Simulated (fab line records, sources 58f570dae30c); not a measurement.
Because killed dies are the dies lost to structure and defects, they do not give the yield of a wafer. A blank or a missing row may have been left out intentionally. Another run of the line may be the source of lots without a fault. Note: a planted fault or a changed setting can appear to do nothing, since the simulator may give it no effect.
fab line records	flow berkeley_cmos170	part 1 of 2: steps 1 to 32 of 41
[record] lots = 5	wafers = 15	last_day = 12
route steps=331 shown V1@257 M2@271 V2@292
lots with no fault: from the same line, run without faults
start_h: hours from the record's opening day to when the first of the lot's shown wafers began	wait_h: time in hours since the lot's previous step	" the same as in the row above	L1.1+2: a single row standing in for several wafers	- either no value or no given start	* or withheld: withheld	< > ~ a bound
route shown NAME@n: names a module that has steps shown in the file, with the first one's number in the route	usual: mean/standard deviation of fault-free wafers	same: alike in all rows	chamber/n: place in a boat	sites: readings site by site	_std_site: the standard deviation of these	_edge_site: outer sites' mean less inner sites'	radius_mm: for every site, how far away it sits from the centre of the wafer	mask NAME#n: copy n	behind: the last tool/chamber to shape the wafer	hold: why the lot went on hold/how many hours it stayed there/how the hold came to an end	device: whichever transistor did not switch (one of n, p or np)	end of line: the same wafers' tests at the end of the route	where a step has no rows: the recipe by itself	killed: the dies lost at the first sort to structure and to defects; this is not the yield of the wafer	map: a wafer's dies, marking killed ones x, the rest . and places with no die _
set.NAME: setting as actually run; set.NAME@STEP: the setting as run at that earlier step	model.NAME: the simulator's own value behind a step, which no gauge read
a table for each step, a row for each wafer; lots at some steps of the route
services: the hour from which a tool's chamber was out of use, counted from the record's first day as start_h (under 0 if before that day), plus the number of hours and why
[[steps]]
[step UCB170_V1_BOW_MEAS_03]
[recipe] mode = bow
[usual] V1_BOW = 18/6.8
lot.wafer	tool	chamber	start_h	wait_h	V1_BOW[um]
L074.1	film_metro-04	-	152.47	0.2	9
L074.5	"	-	"	"	25
L074.6	"	-	"	"	14
L082.1	film_metro-01	-	205.58	0.1	22
L082.2	"	-	"	"	10
L082.6	"	-	"	"	32
L089.2	film_metro-04	-	232.52	0.2	10
L089.4	"	-	"	"	15
L089.6	"	-	"	"	14
L092.1	film_metro-01	-	246.02	0.1	13
L092.2	"	-	"	"	8
L092.5	"	-	"	"	11
L097.2	film_metro-01	-	266.15	0.2	13
L097.3	"	-	"	"	19
L097.5	"	-	"	"	24
[step UCB170_V1_THK_MEAS_04]
[recipe] reads = SiO2_of_V1_CVD_00
[usual] V1_POLISHED_THK = 1000.0/1
lot.wafer	tool	chamber	start_h	wait_h	V1_POLISHED_THK[nm]
L074.1	film_metro-04	-	152.59	0.1	998.6
L074.5	"	-	"	"	999.7
L074.6	"	-	"	"	999.9
L082.1	film_metro-01	-	205.70	0.1	1000.6
L082.2	"	-	"	"	999.7
L082.6	"	-	"	"	1000.8
L089.2	film_metro-04	-	232.63	0.1	998.9
L089.4	"	-	"	"	1000.0
L089.6	"	-	"	"	1000.0
L092.1	film_metro-01	-	246.14	0.1	1001.6
L092.2	"	-	"	"	999.8
L092.5	"	-	"	"	1001.7
L097.2	film_metro-01	-	266.26	0.1	999.6
L097.3	"	-	"	"	1000.2
L097.5	"	-	"	"	999.4
[step UCB170_V1_CLEAN_05]
[recipe] chemistry = DIW
lot.wafer	tool	chamber	start_h	wait_h
L074.1+5+6	wet_bench-03	1	154.99	2.4
L082.1+2+6	wet_bench-04	3	205.86	0.1
L089.2+4+6	wet_bench-02	2	234.51	1.9
L092.1+2+5	wet_bench-02	0	248.16	2.0
L097.2+3+5	wet_bench-04	2	266.39	0.1
[step UCB170_V1_HMDS_06]
[recipe] prime_time_s = 60	prime_temp_c = 100
lot.wafer	tool	chamber	start_h	wait_h
L074.1+5+6	litho_track-03	0	155.44	0.3
L082.1+2+6	litho_track-03	0	206.05	0.0
L089.2+4+6	litho_track-03	0	234.71	0.0
L092.1+2+5	litho_track-04	0	248.33	0.0
L097.2+3+5	litho_track-03	0	266.65	0.1
[step UCB170_V1_COAT_07]
[recipe] resist = KrF	spin_rpm = 1500	resist_thk_nm = 900
lot.wafer	tool	chamber	start_h	wait_h
L074.1+5+6	litho_track-03	0	155.59	0.1
L082.1+2+6	litho_track-03	0	206.20	0.1
L089.2+4+6	litho_track-03	0	234.86	0.1
L092.1+2+5	litho_track-04	0	248.48	0.1
L097.2+3+5	litho_track-03	0	266.80	0.1
[step UCB170_V1_SOFTBAKE_08]
[recipe] resist = KrF	temp_c = 130	time_s = 60
lot.wafer	tool	chamber	start_h	wait_h
L074.1+5+6	litho_track-03	0	155.74	0.1
L082.1+2+6	litho_track-03	0	206.35	0.1
L089.2+4+6	litho_track-03	0	235.01	0.1
L092.1+2+5	litho_track-04	0	248.63	0.1
L097.2+3+5	litho_track-03	0	266.95	0.1
[step UCB170_V1_EXPOSE_09]
[recipe] mask_id = VIA1	target_cd_nm = 700	na = 0.5	sigma_outer = 0.6	source_shape = conventional	dose_mj = 37
[same] sigma_outer = 0.6
lot.wafer	tool	chamber	start_h	wait_h	mask
L074.1+5+6	krf_scanner-01	0	156.59	0.8	VIA1#0
L082.1+2+6	krf_scanner-01	0	206.69	0.3	VIA1#0
L089.2+4+6	krf_scanner-02	0	235.51	0.5	VIA1#0
L092.1+2+5	krf_scanner-02	0	248.91	0.2	VIA1#0
L097.2+3+5	krf_scanner-01	0	267.15	0.2	VIA1#0
[step UCB170_V1_PEB_10]
[recipe] peb_temp_c = 130	peb_time_s = withheld	resist = KrF
lot.wafer	tool	chamber	start_h	wait_h
L074.1+5+6	litho_track-03	0	156.73	0.1
L082.1+2+6	litho_track-04	0	206.83	0.1
L089.2+4+6	litho_track-03	0	235.83	0.3
L092.1+2+5	litho_track-03	0	249.02	0.1
L097.2+3+5	litho_track-04	0	267.43	0.3
[step UCB170_V1_DEVELOP_11]
[recipe] developer = TMAH	develop_time_s = 45	resist = KrF	dev_temp_c = 21
lot.wafer	tool	chamber	start_h	wait_h
L074.1+5+6	litho_track-03	0	-	-
L082.1+2+6	litho_track-04	0	-	-
L089.2+4+6	litho_track-03	0	-	-
L092.1+2+5	litho_track-03	0	-	-
L097.2+3+5	litho_track-04	0	-	-
[step UCB170_V1_CD_MEAS_12]
[recipe] target_cd_nm = 700
[usual] cd_nm = 699.9/1.4
lot.wafer	tool	chamber	start_h	wait_h	cd_nm
L074.1	cd_sem-02	-	157.01	-	701.1
L074.5	"	-	"	"	701.0
L074.6	"	-	"	"	699.6
L082.1	cd_sem-01	-	207.11	-	699.4
L082.2	"	-	"	"	699.5
L082.6	"	-	"	"	699.3
L089.2	cd_sem-02	-	236.10	-	700.4
L089.4	"	-	"	"	701.3
L089.6	"	-	"	"	700.0
L092.1	cd_sem-02	-	249.30	-	699.2
L092.2	"	-	"	"	698.7
L092.5	"	-	"	"	699.5
L097.2	cd_sem-02	-	267.70	-	701.2
L097.3	"	-	"	"	701.0
L097.5	"	-	"	"	700.8
[step UCB170_V1_OVL_MEAS_13]
[usual] V1_OVL = 3/4.9
lot.wafer	tool	chamber	start_h	wait_h	V1_OVL[nm]
L074.1	overlay-02	-	157.13	0.1	-5
L074.5	"	-	"	"	-3
L074.6	"	-	"	"	5
L082.1	overlay-02	-	207.23	0.1	-3
L082.2	"	-	"	"	-2
L082.6	"	-	"	"	0
L089.2	overlay-01	-	236.20	0.1	-3
L089.4	"	-	"	"	1
L089.6	"	-	"	"	7
L092.1	overlay-01	-	249.42	0.1	3
L092.2	"	-	"	"	15
L092.5	"	-	"	"	3
L097.2	overlay-01	-	267.80	0.1	0
L097.3	"	-	"	"	1
L097.5	"	-	"	"	4
[step UCB170_V1_ETCH_14]
[recipe] chemistry = CHF3/CF4/Ar	target = SiO2	stop_on = Al	CHF3_flow_sccm = 45	cf4_flow_sccm = 15	Ar_flow_sccm = 150	pressure_mtorr = 200	rf_w = 700	target_depth_a = 12500	over_etch_frac = 0.25	time_s = 301.6
[usual] drypump_motor_current_A = 6.1/0.42	oes_product_au = 0.880/0.012	throttle_valve_pct = 7.00/0.13
lot.wafer	tool	chamber	start_h	wait_h	drypump_motor_current_A	oes_product_au	rf_hours_counter_h	throttle_valve_pct
L074.1	rie_diel-01	0	157.17	0.0	6.0	0.880	9	6.86
L074.5	"	3	"	"	6.5	0.889	-	7.00
L074.6	"	0	"	"	6.0	0.879	-	6.85
L082.1	rie_diel-01	2	207.26	0.0	5.8	0.896	21	7.06
L082.2	"	0	"	"	6.0	0.881	12	6.83
L082.6	"	2	"	"	5.8	0.881	-	7.06
L089.2	rie_diel-03	2	236.23	0.0	6.6	0.878	69	7.12
L089.4	"	0	"	"	6.2	0.872	2	7.08
L089.6	"	3	"	"	6.1	0.889	-	6.74
L092.1	rie_diel-02	1	249.45	0.0	6.4	0.900	59	6.88
L092.2	"	0	"	"	5.8	0.864	132	7.09
L092.5	"	2	"	"	6.1	0.891	-	7.21
L097.2	rie_diel-02	3	267.83	0.0	6.5	0.874	90	6.96
L097.3	"	1	"	"	6.4	0.895	60	6.91
L097.5	"	3	"	"	6.5	0.871	-	6.95
[step UCB170_V1_STRIP_15]
[recipe] chemistry = O2	power_w = 400	pressure_mtorr = 3500	platen_temp_c = withheld	o2_flow_sccm = 400	overash_fraction = 0.5
[usual] drypump_motor_current_A = 5.6/0.58	o2_flow_sccm = 399.9/1.2	oes_product_au = 0.722/0.0044	strip_time_to_endpoint_s = 15.10/0.1
lot.wafer	tool	chamber	start_h	wait_h	drypump_motor_current_A	o2_flow_sccm	oes_product_au	rf_hours_counter_h	strip_time_to_endpoint_s
L074.1	plasma_asher-04	0	157.34	0.1	4.6	399.6	0.726	45	15.15
L074.5	"	1	"	"	5.3	401.5	0.716	-	15.07
L074.6	"	0	"	"	4.6	401.6	0.722	-	15.17
L082.1	plasma_asher-02	0	207.44	0.1	5.8	399.7	0.725	11	15.17
L082.2	"	1	"	"	6.2	401.6	0.721	11	15.15
L082.6	"	0	"	"	5.8	399.6	0.723	-	15.11
L089.2	plasma_asher-02	0	236.41	0.1	5.8	399.1	0.718	14	14.98
L089.4	"	1	"	"	6.2	400.9	0.717	-	15.17
L089.6	"	1	"	"	6.2	401.5	0.721	-	15.20
L092.1	plasma_asher-02	0	249.63	0.1	5.8	399.5	0.714	16	15.19
L092.2	"	1	"	"	6.2	399.1	0.729	16	15.11
L092.5	"	0	"	"	5.8	399.4	0.724	-	14.91
L097.2	plasma_asher-04	0	268.01	0.1	4.6	398.5	0.724	59	15.07
L097.3	"	1	"	"	5.3	399.8	0.722	-	15.14
L097.5	"	1	"	"	5.3	402.2	0.721	-	14.97
[step UCB170_V1_CD_MEAS_90]
[recipe] target_cd_nm = 700
[usual] cd_nm = 700.2/1.5
lot.wafer	tool	chamber	start_h	wait_h	cd_nm
L074.1	cd_sem-01	-	157.44	0.1	701.0
L074.5	"	-	"	"	700.6
L074.6	"	-	"	"	699.3
L082.1	cd_sem-01	-	207.62	0.1	699.8
L082.2	"	-	"	"	699.9
L082.6	"	-	"	"	699.9
L089.2	cd_sem-02	-	236.53	0.1	700.4
L089.4	"	-	"	"	701.4
L089.6	"	-	"	"	700.2
L092.1	cd_sem-02	-	249.73	0.1	699.5
L092.2	"	-	"	"	699.2
L092.5	"	-	"	"	699.9
L097.2	cd_sem-02	-	268.18	0.1	701.4
L097.3	"	-	"	"	700.9
L097.5	"	-	"	"	700.8
[step UCB170_M2_PRE_CLEAN_00]
[recipe] gas = Ar	preclean_etch_time_s = 60
lot.wafer	tool	chamber	start_h	wait_h
L074.1+5+6	pvd_sputter-02	-	157.56	0.1
L082.1+2+6	pvd_sputter-01	-	207.74	0.1
L089.2+4+6	pvd_sputter-01	-	236.63	0.1
L092.1+2+5	pvd_sputter-03	-	249.85	0.1
L097.2+3+5	pvd_sputter-01	-	268.28	0.1
[step UCB170_M2_SPUTTER_01]
[recipe] material = Al	target_thk_nm = 900	time_s = 120	power_w = 6000	chamber_pressure_pa = 0.5
[usual] throttle_valve_pct = 30.2/0.57
lot.wafer	tool	chamber	start_h	wait_h	throttle_valve_pct
L074.1	pvd_sputter-02	-	157.63	0.0	31.0
L074.5	"	-	"	"	30.3
L074.6	"	-	"	"	31.1
L082.1	pvd_sputter-01	-	207.81	0.0	29.6
L082.2	"	-	"	"	31.2
L082.6	"	-	"	"	30.0
L089.2	pvd_sputter-01	-	236.70	0.0	31.2
L089.4	"	-	"	"	29.9
L089.6	"	-	"	"	30.9
L092.1	pvd_sputter-03	-	249.93	0.0	29.2
L092.2	"	-	"	"	30.3
L092.5	"	-	"	"	29.3
L097.2	pvd_sputter-01	-	268.35	0.0	30.1
L097.3	"	-	"	"	31.1
L097.5	"	-	"	"	31.2
[step UCB170_M2_RS_MEAS_02]
[recipe] thk_meas_gauge = four-point-probe	reads = Al_of_M2_SPUTTER_01
[usual] M2_AL_RS = 0.0323/0.00033
lot.wafer	tool	chamber	start_h	wait_h	M2_AL_RS[ohm/sq]
L074.1	film_metro-04	-	157.71	0.0	0.0329
L074.5	"	-	"	"	0.0329
L074.6	"	-	"	"	0.0329
L082.1	film_metro-03	-	207.89	0.0	0.0322
L082.2	"	-	"	"	0.0323
L082.6	"	-	"	"	0.0320
L089.2	film_metro-04	-	236.80	0.1	0.0325
L089.4	"	-	"	"	0.0322
L089.6	"	-	"	"	0.0322
L092.1	film_metro-03	-	250.02	0.0	0.0320
L092.2	"	-	"	"	0.0323
L092.5	"	-	"	"	0.0320
L097.2	film_metro-04	-	268.45	0.1	0.0323
L097.3	"	-	"	"	0.0323
L097.5	"	-	"	"	0.0322
[step UCB170_M2_THK_MEAS_03]
[recipe] thk_meas_gauge = xrf	reads = Al_of_M2_SPUTTER_01
[usual] M2_AL_THK = 903/10
lot.wafer	tool	chamber	start_h	wait_h	M2_AL_THK[nm]
L074.1	film_metro-04	-	157.83	0.1	889
L074.5	"	-	"	"	881
L074.6	"	-	"	"	880
L082.1	film_metro-03	-	208.01	0.1	897
L082.2	"	-	"	"	898
L082.6	"	-	"	"	910
L089.2	film_metro-04	-	236.91	0.1	906
L089.4	"	-	"	"	915
L089.6	"	-	"	"	911
L092.1	film_metro-03	-	250.14	0.1	908
L092.2	"	-	"	"	896
L092.5	"	-	"	"	908
L097.2	film_metro-04	-	268.56	0.1	903
L097.3	"	-	"	"	905
L097.5	"	-	"	"	900
[step UCB170_M2_HMDS_04]
[recipe] prime_time_s = 60	prime_temp_c = 100
lot.wafer	tool	chamber	start_h	wait_h
L074.1+5+6	litho_track-02	0	158.04	0.2
L082.1+2+6	litho_track-04	0	208.07	0.1
L089.2+4+6	litho_track-02	0	237.06	0.1
L092.1+2+5	litho_track-02	0	250.54	0.4
L097.2+3+5	litho_track-04	0	268.72	0.1
[step UCB170_M2_COAT_05]
[recipe] resist = KrF	spin_rpm = 1500	resist_thk_nm = 900
lot.wafer	tool	chamber	start_h	wait_h
L074.1+5+6	litho_track-02	0	158.19	0.1
L082.1+2+6	litho_track-04	0	208.22	0.1
L089.2+4+6	litho_track-02	0	237.21	0.1
L092.1+2+5	litho_track-02	0	250.69	0.1
L097.2+3+5	litho_track-04	0	268.87	0.1
[step UCB170_M2_SOFTBAKE_06]
[recipe] resist = KrF	temp_c = 130	time_s = 60
lot.wafer	tool	chamber	start_h	wait_h
L074.1+5+6	litho_track-02	0	158.34	0.1
L082.1+2+6	litho_track-04	0	208.37	0.1
L089.2+4+6	litho_track-02	0	237.36	0.1
L092.1+2+5	litho_track-02	0	250.84	0.1
L097.2+3+5	litho_track-04	0	269.02	0.1
[step UCB170_M2_STRIP_07]
[recipe] chemistry = O2	power_w = 400	pressure_mtorr = 3500	platen_temp_c = withheld	o2_flow_sccm = 400	overash_fraction = 0.5
[usual] drypump_motor_current_A = 5.95/0.23	o2_flow_sccm = 400.2/1.2	oes_product_au = 0.735/0.0048	strip_time_to_endpoint_s = 21.96/0.052
lot.wafer	tool	chamber	start_h	wait_h	drypump_motor_current_A	o2_flow_sccm	oes_product_au	rf_hours_counter_h	strip_time_to_endpoint_s
L074.1	plasma_asher-01	0	158.49	0.1	5.66	400.9	0.734	45	22.02
L074.5	"	0	"	"	5.66	400.8	0.734	-	22.11
L074.6	"	1	"	"	6.10	399.5	0.737	-	22.01
L082.1	plasma_asher-03	1	208.52	0.1	5.63	399.5	0.736	43	22.03
L082.2	"	0	"	"	6.10	398.7	0.736	43	21.98
L082.6	"	0	"	"	6.14	399.8	0.732	-	22.00
L089.2	plasma_asher-01	0	237.49	0.1	5.72	401.1	0.735	53	21.94
L089.4	"	0	"	"	5.69	401.6	0.740	-	21.93
L089.6	"	0	"	"	5.71	402.1	0.732	-	21.95
L092.1	plasma_asher-02	1	250.99	0.1	6.25	398.4	0.733	16	21.95
L092.2	"	0	"	"	5.83	400.2	0.733	16	21.93
L092.5	"	0	"	"	5.81	399.8	0.738	-	21.92
L097.2	plasma_asher-02	0	269.15	0.1	5.82	400.5	0.742	19	22.05
L097.3	"	1	"	"	6.25	400.0	0.738	-	21.92
L097.5	"	0	"	"	5.83	399.9	0.733	-	22.01
[step UCB170_M2_STRIP_08]
[recipe] chemistry = DMSO	temp_c = 80	time_s = 600	material = KrF
[usual] bath_guard_temp_C = 80.0/0.42
lot.wafer	tool	chamber	start_h	wait_h	bath_guard_temp_C
L074.1	wet_bench-01	0	158.59	0.1	80.6
L074.5	"	0	"	"	80.5
L074.6	"	0	"	"	80.1
L082.1	wet_bench-02	3	208.62	0.1	80.5
L082.2	"	3	"	"	80.4
L082.6	"	3	"	"	80.4
L089.2	wet_bench-02	2	237.67	0.2	80.6
L089.4	"	2	"	"	80.0
L089.6	"	2	"	"	80.3
L092.1	wet_bench-01	0	251.09	0.1	80.4
L092.2	"	0	"	"	80.4
L092.5	"	0	"	"	80.2
L097.2	wet_bench-01	0	269.25	0.1	80.7
L097.3	"	0	"	"	80.1
L097.5	"	0	"	"	80.3
[step UCB170_M2_COAT_09]
[recipe] resist = BARC	temp_c = withheld	time_s = withheld	spin_rpm = 3000	resist_thk_nm = withheld
lot.wafer	tool	chamber	start_h	wait_h
L074.1+5+6	litho_track-04	0	159.07	0.1
L082.1+2+6	litho_track-02	0	208.88	0.1
L089.2+4+6	litho_track-04	0	238.32	0.5
L092.1+2+5	litho_track-04	0	251.97	0.7
L097.2+3+5	litho_track-02	0	270.01	0.6
[step UCB170_M2_COAT_10]
[recipe] resist = KrF	spin_rpm = 1500	resist_thk_nm = 900
lot.wafer	tool	chamber	start_h	wait_h
L074.1+5+6	litho_track-04	0	-	-
L082.1+2+6	litho_track-02	0	-	-
L089.2+4+6	litho_track-04	0	-	-
L092.1+2+5	litho_track-04	0	-	-
L097.2+3+5	litho_track-02	0	-	-
[step UCB170_M2_SOFTBAKE_11]
[recipe] resist = KrF	temp_c = 130	time_s = 60
lot.wafer	tool	chamber	start_h	wait_h
L074.1+5+6	litho_track-04	0	-	-
L082.1+2+6	litho_track-02	0	-	-
L089.2+4+6	litho_track-04	0	-	-
L092.1+2+5	litho_track-04	0	-	-
L097.2+3+5	litho_track-02	0	-	-
[step UCB170_M2_EXPOSE_12]
[recipe] mask_id = METAL2	target_cd_nm = 700	na = 0.5	sigma_outer = 0.6	source_shape = conventional	dose_mj = 26
[same] sigma_outer = 0.6
lot.wafer	tool	chamber	start_h	wait_h	mask
L074.1+5+6	krf_scanner-01	0	159.52	-	METAL2#0
L082.1+2+6	krf_scanner-01	0	209.46	-	METAL2#0
L089.2+4+6	krf_scanner-01	0	239.05	-	METAL2#0
L092.1+2+5	krf_scanner-02	0	252.42	-	METAL2#0
L097.2+3+5	krf_scanner-01	0	270.58	-	METAL2#0
[step UCB170_M2_PEB_13]
[recipe] peb_temp_c = 130	peb_time_s = withheld	resist = KrF
lot.wafer	tool	chamber	start_h	wait_h
L074.1+5+6	litho_track-04	0	160.24	0.7
L082.1+2+6	litho_track-01	0	209.66	0.2
L089.2+4+6	litho_track-04	0	239.50	0.4
L092.1+2+5	litho_track-01	0	252.62	0.2
L097.2+3+5	litho_track-04	0	271.07	0.5
[step UCB170_M2_DEVELOP_14]
[recipe] developer = TMAH	develop_time_s = 45	resist = KrF	dev_temp_c = 21
lot.wafer	tool	chamber	start_h	wait_h
L074.1+5+6	litho_track-04	0	-	-
L082.1+2+6	litho_track-01	0	-	-
L089.2+4+6	litho_track-04	0	-	-
L092.1+2+5	litho_track-01	0	-	-
L097.2+3+5	litho_track-04	0	-	-
[step UCB170_M2_CD_MEAS_15]
[recipe] target_cd_nm = 700
[usual] cd_nm = 699.9/1.4
lot.wafer	tool	chamber	start_h	wait_h	cd_nm
L074.1	cd_sem-02	-	160.52	-	701.8
L074.5	"	-	"	"	699.7
L074.6	"	-	"	"	700.5
L082.1	cd_sem-01	-	209.93	-	700.5
L082.2	"	-	"	"	699.2
L082.6	"	-	"	"	700.8
L089.2	cd_sem-02	-	239.77	-	698.1
L089.4	"	-	"	"	699.4
L089.6	"	-	"	"	699.7
L092.1	cd_sem-02	-	252.89	-	699.4
L092.2	"	-	"	"	701.3
L092.5	"	-	"	"	699.3
L097.2	cd_sem-02	-	271.34	-	700.0
L097.3	"	-	"	"	700.8
L097.5	"	-	"	"	701.0
[step UCB170_M2_OVL_MEAS_16]
[usual] M2_OVL = 1/4.9
lot.wafer	tool	chamber	start_h	wait_h	M2_OVL[nm]
L074.1	overlay-01	-	160.64	0.1	5
L074.5	"	-	"	"	-1
L074.6	"	-	"	"	5
L082.1	overlay-01	-	210.05	0.1	-6
L082.2	"	-	"	"	-7
L082.6	"	-	"	"	-7
L089.2	overlay-02	-	239.87	0.1	0
L089.4	"	-	"	"	1
L089.6	"	-	"	"	4
L092.1	overlay-02	-	253.01	0.1	1
L092.2	"	-	"	"	-1
L092.5	"	-	"	"	8
L097.2	overlay-02	-	271.45	0.1	-2
L097.3	"	-	"	"	-4
L097.5	"	-	"	"	-6
[step UCB170_M2_ETCH_17]
[recipe] chemistry = N2/H2	target_depth_a = withheld	overetch_a = withheld	target = BARC	time_s = withheld	source_w = 500	bias_w = 100	pressure_mtorr = 30	n2_flow_sccm = 100	h2_flow_sccm = 200
[usual] drypump_motor_current_A = 5.9/0.48	oes_product_au = 1.006/0.019	rf_fwd_power_W = 495.5/2.2	throttle_valve_pct = 13.35/0.19
lot.wafer	tool	chamber	start_h	wait_h	drypump_motor_current_A	oes_product_au	rf_fwd_power_W	throttle_valve_pct
L074.1	rie_diel-01	0	160.67	0.0	5.9	1.005	497.7	13.16
L074.5	"	1	"	"	5.3	0.977	493.4	13.22
L074.6	"	3	"	"	6.5	1.021	494.3	13.41
L082.1	rie_diel-04	0	210.09	0.0	5.5	1.018	495.0	13.45
L082.2	"	1	"	"	5.5	0.972	494.3	13.25
L082.6	"	2	"	"	6.6	0.997	497.3	13.45
L089.2	rie_diel-03	3	239.90	0.0	6.1	1.011	494.1	12.90
L089.4	"	2	"	"	6.6	1.022	497.6	13.58
L089.6	"	1	"	"	5.2	1.016	494.6	13.62
L092.1	rie_diel-04	2	253.05	0.0	6.6	1.002	496.5	13.42
L092.2	"	3	"	"	5.4	1.037	491.5	13.31
L092.5	"	0	"	"	5.6	1.006	498.0	13.46
L097.2	rie_diel-01	0	271.48	0.0	6.0	0.991	496.1	13.16
L097.3	"	2	"	"	5.8	1.024	495.6	13.52
L097.5	"	2	"	"	5.9	1.008	497.3	13.53
